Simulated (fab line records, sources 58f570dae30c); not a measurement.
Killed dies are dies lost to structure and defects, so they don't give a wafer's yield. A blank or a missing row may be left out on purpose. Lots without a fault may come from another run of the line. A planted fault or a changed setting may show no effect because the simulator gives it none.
fab line records | flow berkeley_cmos170 | part 1 of 2: steps 1 to 35 of 44
record lots=5 wafers=15 last_day=12
route steps=331 shown GATE@133 PLDD@145 NLDD@158 SPACER@171 PSD@175
lots that met no fault: from a run of the same line without faults
start_h: hours from the record's first day to the start of the lot's first wafer shown | wait_h: hours since the lot's step before | " the same as in the row above | L1.1+2: a row that stands for several wafers | - no value, or no start given | * or withheld: withheld | < > ~ a bound
route shown NAME@n: a module of which the file shows steps, and the number in the route of the first | usual: mean/standard deviation of fault-free wafers | same: alike in all rows | chamber/n: place in a boat | sites: the reading at each site | _std_site: their standard deviation | _edge_site: outer sites' mean less inner sites' | radius_mm: how far each site lies from the wafer's centre | mask NAME#n: copy n | behind: the tool/chamber that last shaped the wafer | hold: why the lot was held/for how many hours/how that ended | device: the transistor (n, p or np) that didn't switch | end of line: the same wafers' tests at the end of the route | a step without rows: its recipe alone | killed: dies lost to structure and defects at the first sort, not the wafer's yield | map: a wafer's dies, x killed, . not, _ none there
set.NAME: the setting as run; set.NAME@STEP: as run at that earlier step | model.NAME: the simulator's own value behind a step, which no gauge read
lots at some steps of the route; a table a step, a row a wafer
services: from which hour (start_h, from the record's first day; less than 0 if before it) a tool's chamber was out of use, for how many hours, and why
## steps
# step UCB170_GATE_COAT_07
# recipe resist=KrF spin_rpm=1500 resist_thk_nm=900
# columns lot.wafer tool chamber start_h wait_h
L079.1+2+4 litho_track-03 0 - -
L078.2+3+4 litho_track-04 0 - -
L085.2+3+4 litho_track-03 0 - -
L091.1+2+5 litho_track-02 0 - -
L097.1+3+4 litho_track-03 0 - -
# step UCB170_GATE_SOFTBAKE_08
# recipe resist=KrF temp_c=130 time_s=60
# columns lot.wafer tool chamber start_h wait_h
L079.1+2+4 litho_track-03 0 - -
L078.2+3+4 litho_track-04 0 - -
L085.2+3+4 litho_track-03 0 - -
L091.1+2+5 litho_track-02 0 - -
L097.1+3+4 litho_track-03 0 - -
# step UCB170_GATE_EXPOSE_09
# recipe mask_id=POLY target_cd_nm=350 na=0.5 sigma_outer=0.6 source_shape=conventional dose_mj=21
# columns lot.wafer tool chamber start_h wait_h mask
L079.1+2+4 krf_scanner-01 0 169.52 - POLY#0
L078.2+3+4 krf_scanner-01 0 169.77 - POLY#0
L085.2+3+4 krf_scanner-01 0 212.92 - POLY#0
L091.1+2+5 krf_scanner-02 0 240.09 - POLY#0
L097.1+3+4 krf_scanner-02 0 255.88 - POLY#0
# step UCB170_GATE_PEB_10
# recipe peb_temp_c=130 peb_time_s=withheld resist=KrF
# columns lot.wafer tool chamber start_h wait_h
L079.1+2+4 litho_track-03 0 169.67 0.1
L078.2+3+4 litho_track-02 0 170.37 0.6
L085.2+3+4 litho_track-03 0 213.20 0.3
L091.1+2+5 litho_track-03 0 240.30 0.2
L097.1+3+4 litho_track-04 0 256.09 0.2
# step UCB170_GATE_DEVELOP_11
# recipe developer=TMAH develop_time_s=45 resist=KrF dev_temp_c=21
# columns lot.wafer tool chamber start_h wait_h
L079.1+2+4 litho_track-03 0 - -
L078.2+3+4 litho_track-02 0 - -
L085.2+3+4 litho_track-03 0 - -
L091.1+2+5 litho_track-03 0 - -
L097.1+3+4 litho_track-04 0 - -
# step UCB170_GATE_CD_MEAS_12
# recipe target_cd_nm=350
# usual cd_nm=349.7/1.4
# columns lot.wafer tool chamber start_h wait_h cd_nm
L079.1 cd_sem-01 - 169.95 - 351.0
L079.2 " - " " 350.3
L079.4 " - " " 350.3
L078.2 cd_sem-02 - 170.64 - 349.2
L078.3 " - " " 349.9
L078.4 " - " " 350.2
L085.2 cd_sem-02 - 213.47 - 350.3
L085.3 " - " " 350.8
L085.4 " - " " 349.2
L091.1 cd_sem-01 - 240.57 - 348.7
L091.2 " - " " 349.5
L091.5 " - " " 348.7
L097.1 cd_sem-01 - 256.37 - 350.4
L097.3 " - " " 350.5
L097.4 " - " " 349.8
# step UCB170_GATE_OVL_MEAS_13
# usual GATE_OVL=0/4.6
# columns lot.wafer tool chamber start_h wait_h GATE_OVL[nm]
L079.1 overlay-02 - 170.07 0.1 2
L079.2 " - " " -5
L079.4 " - " " -4
L078.2 overlay-02 - 170.75 0.1 -3
L078.3 " - " " -3
L078.4 " - " " 3
L085.2 overlay-02 - 213.58 0.1 11
L085.3 " - " " 0
L085.4 " - " " 4
L091.1 overlay-01 - 240.69 0.1 6
L091.2 " - " " 4
L091.5 " - " " 8
L097.1 overlay-02 - 256.49 0.1 6
L097.3 " - " " 8
L097.4 " - " " 3
# step UCB170_GATE_ETCH_14
# recipe chemistry=N2/H2 target_depth_a=withheld overetch_a=withheld target=BARC time_s=withheld source_w=500 bias_w=100 pressure_mtorr=30 n2_flow_sccm=100 h2_flow_sccm=200
# usual drypump_motor_current_A=5.7/0.44 oes_product_au=1.00/0.032 throttle_valve_pct=13.23/0.22
# columns lot.wafer tool chamber start_h wait_h drypump_motor_current_A oes_product_au throttle_valve_pct
L079.1 rie_diel-02 2 170.10 0.0 6.0 1.04 13.26
L079.2 " 3 " " 5.3 1.03 13.21
L079.4 " 0 " " 5.7 0.96 13.17
L078.2 rie_diel-02 3 170.78 0.0 5.4 1.03 13.22
L078.3 " 1 " " 6.5 0.96 12.97
L078.4 " 2 " " 6.0 1.03 13.25
L085.2 rie_diel-02 1 213.61 0.0 6.5 0.96 12.98
L085.3 " 2 " " 5.9 1.05 13.27
L085.4 " 0 " " 5.7 0.95 13.16
L091.1 rie_diel-03 1 240.73 0.0 5.7 0.99 12.84
L091.2 " 2 " " 5.2 1.00 13.40
L091.5 " 1 " " 5.8 0.99 12.83
L097.1 rie_diel-03 0 256.52 0.0 5.5 1.00 13.09
L097.3 " 1 " " 5.8 1.01 12.85
L097.4 " 2 " " 5.2 1.02 13.41
# step UCB170_GATE_ETCH_15
# recipe chemistry=HBr/Cl2 target=poly-Si stop_on=SiO2 over_etch_frac=0.3 icp_w=300 bias_w=150 time_s=56.3 pressure_mtorr=15 HBr_flow_sccm=150 Cl2_flow_sccm=50 target_depth_a=2782
# usual drypump_motor_current_A=5.5/0.53 he_backside_leak_sccm=2.7/0.32 oes_product_au=0.827/0.017 throttle_valve_pct=26.4/0.42
# same over_etch_frac=0.3
# columns lot.wafer tool chamber start_h wait_h drypump_motor_current_A he_backside_leak_sccm oes_product_au rf_hours_counter_h throttle_valve_pct
L079.1 rie_si-02 3 170.14 - 4.8 2.5 0.828 93 25.9
L079.2 " 1 " " 6.4 2.7 0.816 68 26.0
L079.4 " 0 " " 5.4 2.6 0.840 1 26.6
L078.2 rie_si-02 1 170.82 - 6.4 2.8 0.820 69 26.0
L078.3 " 0 " " 5.4 2.3 0.827 1 26.6
L078.4 " 2 " " 6.3 2.8 0.806 2 25.9
L085.2 rie_si-02 1 213.65 - 6.4 2.6 0.826 69 26.0
L085.3 " 2 " " 6.3 3.1 0.805 2 25.9
L085.4 " 3 " " 4.8 2.6 0.827 94 25.9
L091.1 rie_si-01 3 240.77 - 5.0 2.4 0.843 1 26.8
L091.2 " 1 " " 5.3 2.8 0.843 0 26.2
L091.5 " 3 " " 5.0 2.4 0.848 - 26.8
L097.1 rie_si-01 0 256.57 - 5.3 2.8 0.806 0 27.2
L097.3 " 1 " " 5.3 2.9 0.828 1 26.2
L097.4 " 0 " " 5.3 2.7 0.818 - 27.2
# step UCB170_GATE_STRIP_16
# recipe chemistry=O2 power_w=400 pressure_mtorr=3500 platen_temp_c=withheld o2_flow_sccm=400 overash_fraction=0.5
# usual drypump_motor_current_A=6.1/0.34 oes_product_au=0.724/0.0049
# columns lot.wafer tool chamber start_h wait_h drypump_motor_current_A oes_product_au rf_hours_counter_h
L079.1 plasma_asher-03 0 170.19 0.0 5.9 0.727 36
L079.2 " 1 " " 6.8 0.725 36
L079.4 " 1 " " 6.7 0.725 -
L078.2 plasma_asher-02 0 170.87 0.0 6.1 0.722 42
L078.3 " 0 " " 6.1 0.735 -
L078.4 " 1 " " 6.3 0.728 -
L085.2 plasma_asher-03 0 213.70 0.0 5.9 0.730 40
L085.3 " 0 " " 5.8 0.725 -
L085.4 " 1 " " 6.8 0.729 -
L091.1 plasma_asher-01 1 240.82 0.0 5.7 0.721 13
L091.2 " 0 " " 6.2 0.731 13
L091.5 " 1 " " 5.7 0.727 -
L097.1 plasma_asher-03 1 256.61 0.0 6.7 0.728 45
L097.3 " 1 " " 6.7 0.725 -
L097.4 " 0 " " 5.9 0.730 -
# step UCB170_GATE_CD_MEAS_90
# recipe target_cd_nm=350
# usual cd_nm=349.5/1.7
# columns lot.wafer tool chamber start_h wait_h cd_nm
L079.1 cd_sem-02 - 170.29 0.1 349.7
L079.2 " - " " 351.4
L079.4 " - " " 349.4
L078.2 cd_sem-02 - 171.04 0.1 350.3
L078.3 " - " " 350.0
L078.4 " - " " 349.8
L085.2 cd_sem-02 - 213.82 0.1 349.8
L085.3 " - " " 349.6
L085.4 " - " " 349.0
L091.1 cd_sem-02 - 240.92 0.1 348.8
L091.2 " - " " 349.3
L091.5 " - " " 348.8
L097.1 cd_sem-01 - 256.71 0.1 350.4
L097.3 " - " " 351.0
L097.4 " - " " 349.3
# step UCB170_GATE_CLEAN_17
# recipe chemistry=SPM temp_c=120 time_s=600
# usual bath_guard_temp_C=119.9/0.48
# columns lot.wafer tool chamber start_h wait_h bath_guard_temp_C
L078.2 wet_bench-04 1 171.23 0.2 119.0
L078.3 " 1 " " 119.3
L078.4 " 1 " " 119.3
L079.1 wet_bench-04 2 171.23 0.9 119.7
L079.2 " 2 " " 119.4
L079.4 " 2 " " 119.7
L085.2 wet_bench-03 2 213.92 0.1 119.9
L085.3 " 2 " " 119.9
L085.4 " 2 " " 120.0
L091.1 wet_bench-02 1 241.04 0.1 120.1
L091.2 " 1 " " 120.1
L091.5 " 1 " " 120.1
L097.1 wet_bench-03 3 256.91 0.2 120.0
L097.3 " 3 " " 119.3
L097.4 " 3 " " 119.6
# step UCB170_PLDD_HMDS_00
# recipe prime_time_s=60 prime_temp_c=100
# columns lot.wafer tool chamber start_h wait_h
L079.1+2+4 litho_track-01 0 171.40 0.0
L078.2+3+4 litho_track-04 0 171.43 0.0
L085.2+3+4 litho_track-04 0 214.25 0.2
L091.1+2+5 litho_track-01 0 241.51 0.3
L097.1+3+4 litho_track-03 0 257.15 0.0
# step UCB170_PLDD_COAT_01
# recipe resist=KrF spin_rpm=1500 resist_thk_nm=900
# columns lot.wafer tool chamber start_h wait_h
L079.1+2+4 litho_track-01 0 171.55 0.1
L078.2+3+4 litho_track-04 0 171.58 0.1
L085.2+3+4 litho_track-04 0 214.40 0.1
L091.1+2+5 litho_track-01 0 241.66 0.1
L097.1+3+4 litho_track-03 0 257.30 0.1
# step UCB170_PLDD_SOFTBAKE_02
# recipe resist=KrF temp_c=130 time_s=60
# columns lot.wafer tool chamber start_h wait_h
L079.1+2+4 litho_track-01 0 171.70 0.1
L078.2+3+4 litho_track-04 0 171.73 0.1
L085.2+3+4 litho_track-04 0 214.55 0.1
L091.1+2+5 litho_track-01 0 241.81 0.1
L097.1+3+4 litho_track-03 0 257.45 0.1
# step UCB170_PLDD_EXPOSE_03
# recipe mask_id=PSELECT na=0.5 sigma_outer=0.6 source_shape=conventional target_cd_nm=1200 dose_mj=30
# columns lot.wafer tool chamber start_h wait_h mask
L079.1+2+4 krf_scanner-02 0 172.10 0.4 PSELECT#0
L078.2+3+4 krf_scanner-01 0 172.44 0.7 PSELECT#0
L085.2+3+4 krf_scanner-01 0 214.82 0.2 PSELECT#0
L091.1+2+5 krf_scanner-01 0 242.09 0.2 PSELECT#0
L097.1+3+4 krf_scanner-02 0 257.76 0.3 PSELECT#0
# step UCB170_PLDD_PEB_04
# recipe peb_temp_c=130 peb_time_s=withheld resist=KrF
# columns lot.wafer tool chamber start_h wait_h
L079.1+2+4 litho_track-03 0 172.75 0.6
L078.2+3+4 litho_track-01 0 172.88 0.4
L085.2+3+4 litho_track-04 0 214.94 0.1
L091.1+2+5 litho_track-03 0 242.65 0.5
L097.1+3+4 litho_track-03 0 257.87 0.1
# step UCB170_PLDD_DEVELOP_05
# recipe developer=TMAH develop_time_s=45 resist=KrF dev_temp_c=21
# columns lot.wafer tool chamber start_h wait_h
L079.1+2+4 litho_track-03 0 - -
L078.2+3+4 litho_track-01 0 - -
L085.2+3+4 litho_track-04 0 - -
L091.1+2+5 litho_track-03 0 - -
L097.1+3+4 litho_track-03 0 - -
# step UCB170_PLDD_CD_MEAS_06
# recipe target_cd_nm=1200
# usual cd_nm=1199.6/1.3
# columns lot.wafer tool chamber start_h wait_h cd_nm
L079.1 cd_sem-01 - 173.03 - 1198.3
L079.2 " - " " 1200.9
L079.4 " - " " 1199.0
L078.2 cd_sem-02 - 173.17 - 1199.7
L078.3 " - " " 1200.5
L078.4 " - " " 1201.2
L085.2 cd_sem-01 - 215.21 - 1200.4
L085.3 " - " " 1199.6
L085.4 " - " " 1198.3
L091.1 cd_sem-01 - 242.92 - 1197.6
L091.2 " - " " 1198.6
L091.5 " - " " 1199.3
L097.1 cd_sem-01 - 258.16 - 1197.5
L097.3 " - " " 1197.9
L097.4 " - " " 1199.2
# step UCB170_PLDD_OVL_MEAS_07
# usual PLDD_OVL=0/4.5
# columns lot.wafer tool chamber start_h wait_h PLDD_OVL[nm]
L079.1 overlay-01 - 173.15 0.1 -10
L079.2 " - " " -4
L079.4 " - " " -5
L078.2 overlay-02 - 173.28 0.1 -3
L078.3 " - " " 0
L078.4 " - " " -3
L085.2 overlay-01 - 215.32 0.1 -6
L085.3 " - " " 1
L085.4 " - " " -7
L091.1 overlay-02 - 243.04 0.1 4
L091.2 " - " " 3
L091.5 " - " " 0
L097.1 overlay-01 - 258.28 0.1 6
L097.3 " - " " 4
L097.4 " - " " 4
# step UCB170_PLDD_IMPLANT_08
# recipe species=BF2 dose_cm2=5e+13 energy_kev=10 tilt_deg=7 rotation_deg=0
# columns lot.wafer tool chamber start_h wait_h
L079.1+2+4 implanter-04 0 173.19 0.0
L078.2+3+4 implanter-03 0 173.33 0.0
L085.2+3+4 implanter-04 0 215.37 0.0
L091.1+2+5 implanter-04 0 243.08 0.0
L097.1+3+4 implanter-02 0 258.33 0.0
# step UCB170_PLDD_IMPLANT_09
# recipe species=BF2 dose_cm2=5e+13 energy_kev=10 tilt_deg=7 rotation_deg=180
# columns lot.wafer tool chamber start_h wait_h
L079.1+2+4 implanter-04 0 173.34 0.1
L078.2+3+4 implanter-03 0 173.48 0.1
L085.2+3+4 implanter-04 0 215.52 0.1
L091.1+2+5 implanter-04 0 243.23 0.1
L097.1+3+4 implanter-02 0 258.48 0.1
# step UCB170_PLDD_STRIP_10
# recipe chemistry=O2 power_w=400 pressure_mtorr=3500 platen_temp_c=withheld o2_flow_sccm=400 overash_fraction=0.5
# usual drypump_motor_current_A=6.1/0.33 oes_product_au=0.734/0.0039 strip_time_to_endpoint_s=21.64/0.059
# columns lot.wafer tool chamber start_h wait_h drypump_motor_current_A oes_product_au rf_hours_counter_h strip_time_to_endpoint_s
L079.1 plasma_asher-03 0 173.49 0.1 5.9 0.733 36 21.70
L079.2 " 1 " " 6.7 0.736 36 21.70
L079.4 " 1 " " 6.7 0.734 - 21.66
L078.2 plasma_asher-02 0 173.61 0.1 6.1 0.735 42 21.62
L078.3 " 1 " " 6.3 0.729 - 21.69
L078.4 " 0 " " 6.1 0.731 - 21.63
L085.2 plasma_asher-02 1 215.65 0.1 6.3 0.735 47 21.61
L085.3 " 0 " " 6.1 0.735 - 21.62
L085.4 " 1 " " 6.3 0.730 - 21.61
L091.1 plasma_asher-03 0 243.38 0.1 5.9 0.737 44 21.64
L091.2 " 1 " " 6.7 0.737 44 21.60
L091.5 " 0 " " 5.9 0.732 - 21.60
L097.1 plasma_asher-02 1 258.63 0.1 6.3 0.741 52 21.65
L097.3 " 1 " " 6.3 0.736 - 21.63
L097.4 " 0 " " 6.1 0.729 - 21.68
# step UCB170_PLDD_TW_MEAS_11
# usual PLDD_TW=1005/8.7
# columns lot.wafer tool chamber start_h wait_h PLDD_TW
L079.1 film_metro-02 - 173.59 0.1 1005
L079.2 " - " " 1006
L079.4 " - " " 1002
L078.2 film_metro-01 - 173.72 0.1 991
L078.3 " - " " 987
L078.4 " - " " 981
L085.2 film_metro-02 - 215.76 0.1 1011
L085.3 " - " " 1016
L085.4 " - " " 1013
L091.1 film_metro-01 - 243.48 0.1 999
L091.2 " - " " 1000
L091.5 " - " " 999
L097.1 film_metro-03 - 258.73 0.1 1009
L097.3 " - " " 1006
L097.4 " - " " 1009
# step UCB170_PLDD_CLEAN_12
# recipe chemistry=SPM temp_c=120 time_s=600
# usual bath_guard_temp_C=119.88/0.3
# columns lot.wafer tool chamber start_h wait_h bath_guard_temp_C
L078.2 wet_bench-03 1 173.81 0.1 120.04
L078.3 " 1 " " 119.66
L078.4 " 1 " " 119.68
L079.1 wet_bench-03 1 173.81 0.2 120.04
L079.2 " 1 " " 119.72
L079.4 " 1 " " 119.92
L085.2 wet_bench-03 2 215.81 0.0 120.03
L085.3 " 2 " " 119.94
L085.4 " 2 " " 119.99
L091.1 wet_bench-03 2 243.54 0.1 119.86
L091.2 " 2 " " 119.81
L091.5 " 2 " " 120.05
L097.1 wet_bench-03 0 258.87 0.1 119.20
L097.3 " 0 " " 119.53
L097.4 " 0 " " 119.37
# step UCB170_NLDD_HMDS_00
# recipe prime_time_s=60 prime_temp_c=100
# columns lot.wafer tool chamber start_h wait_h
L079.1+2+4 litho_track-01 0 174.00 0.0
L078.2+3+4 litho_track-03 0 174.02 0.0
L085.2+3+4 litho_track-03 0 216.01 0.0
L091.1+2+5 litho_track-01 0 243.73 0.0
L097.1+3+4 litho_track-02 0 259.16 0.1
# step UCB170_NLDD_COAT_01
# recipe resist=KrF spin_rpm=1500 resist_thk_nm=900
# columns lot.wafer tool chamber start_h wait_h
L079.1+2+4 litho_track-01 0 174.15 0.1
L078.2+3+4 litho_track-03 0 174.17 0.1
L085.2+3+4 litho_track-03 0 216.16 0.1
L091.1+2+5 litho_track-01 0 243.88 0.1
L097.1+3+4 litho_track-02 0 259.31 0.1
# step UCB170_NLDD_SOFTBAKE_02
# recipe resist=KrF temp_c=130 time_s=60
# columns lot.wafer tool chamber start_h wait_h
L079.1+2+4 litho_track-01 0 174.30 0.1
L078.2+3+4 litho_track-03 0 174.32 0.1
L085.2+3+4 litho_track-03 0 216.31 0.1
L091.1+2+5 litho_track-01 0 244.03 0.1
L097.1+3+4 litho_track-02 0 259.46 0.1
# step UCB170_NLDD_EXPOSE_03
# recipe mask_id=NSELECT na=0.5 sigma_outer=0.6 source_shape=conventional target_cd_nm=1200 dose_mj=30
# columns lot.wafer tool chamber start_h wait_h mask
L079.1+2+4 krf_scanner-02 0 174.57 0.2 NSELECT#0
L078.2+3+4 krf_scanner-01 0 174.83 0.5 NSELECT#0
L085.2+3+4 krf_scanner-01 0 216.61 0.3 NSELECT#0
L091.1+2+5 krf_scanner-02 0 244.30 0.2 NSELECT#0
L097.1+3+4 krf_scanner-01 0 259.85 0.4 NSELECT#0
# step UCB170_NLDD_PEB_04
# recipe peb_temp_c=130 peb_time_s=withheld resist=KrF
# columns lot.wafer tool chamber start_h wait_h
L079.1+2+4 litho_track-03 0 174.69 0.1
L078.2+3+4 litho_track-02 0 174.96 0.1
L085.2+3+4 litho_track-02 0 217.06 0.4
L091.1+2+5 litho_track-02 0 244.42 0.1
L097.1+3+4 litho_track-02 0 260.06 0.2
# step UCB170_NLDD_DEVELOP_05
# recipe developer=TMAH develop_time_s=45 resist=KrF dev_temp_c=21
# columns lot.wafer tool chamber start_h wait_h
L079.1+2+4 litho_track-03 0 - -
L078.2+3+4 litho_track-02 0 - -
L085.2+3+4 litho_track-02 0 - -
L091.1+2+5 litho_track-02 0 - -
L097.1+3+4 litho_track-02 0 - -
# step UCB170_NLDD_CD_MEAS_06
# recipe target_cd_nm=1200
# usual cd_nm=1200.0/1.3
# columns lot.wafer tool chamber start_h wait_h cd_nm
L079.1 cd_sem-02 - 174.96 - 1199.2
L079.2 " - " " 1198.6
L079.4 " - " " 1199.9
L078.2 cd_sem-02 - 175.23 - 1200.8
L078.3 " - " " 1201.0
L078.4 " - " " 1199.7
L085.2 cd_sem-01 - 217.33 - 1199.6
L085.3 " - " " 1202.6
L085.4 " - " " 1200.9
L091.1 cd_sem-02 - 244.69 - 1202.1
L091.2 " - " " 1201.4
L091.5 " - " " 1200.4
L097.1 cd_sem-01 - 260.34 - 1197.2
L097.3 " - " " 1199.0
L097.4 " - " " 1200.1
# step UCB170_NLDD_OVL_MEAS_07
# usual NLDD_OVL=1/4.2
# columns lot.wafer tool chamber start_h wait_h NLDD_OVL[nm]
L079.1 overlay-01 - 175.08 0.1 6
L079.2 " - " " 8
L079.4 " - " " 8
L078.2 overlay-01 - 175.33 0.1 7
L078.3 " - " " 3
L078.4 " - " " -2
L085.2 overlay-01 - 217.43 0.1 -1
L085.3 " - " " -2
L085.4 " - " " 3
L091.1 overlay-01 - 244.81 0.1 0
L091.2 " - " " 5
L091.5 " - " " -3
L097.1 overlay-01 - 260.46 0.1 3
L097.3 " - " " 6
L097.4 " - " " 0
# step UCB170_NLDD_IMPLANT_08
# recipe species=As dose_cm2=5e+13 energy_kev=30 tilt_deg=7 rotation_deg=0
# columns lot.wafer tool chamber start_h wait_h
L079.1+2+4 implanter-03 0 175.12 0.0
L078.2+3+4 implanter-01 0 175.39 0.0
L085.2+3+4 implanter-01 0 217.49 0.0
L091.1+2+5 implanter-04 0 244.85 0.0
L097.1+3+4 implanter-01 0 260.50 0.0
# step UCB170_NLDD_IMPLANT_09
# recipe species=As dose_cm2=5e+13 energy_kev=30 tilt_deg=7 rotation_deg=180
# columns lot.wafer tool chamber start_h wait_h
L079.1+2+4 implanter-03 0 175.27 0.1
L078.2+3+4 implanter-01 0 175.54 0.1
L085.2+3+4 implanter-01 0 217.64 0.1
L091.1+2+5 implanter-04 0 245.00 0.1
L097.1+3+4 implanter-01 0 260.65 0.1
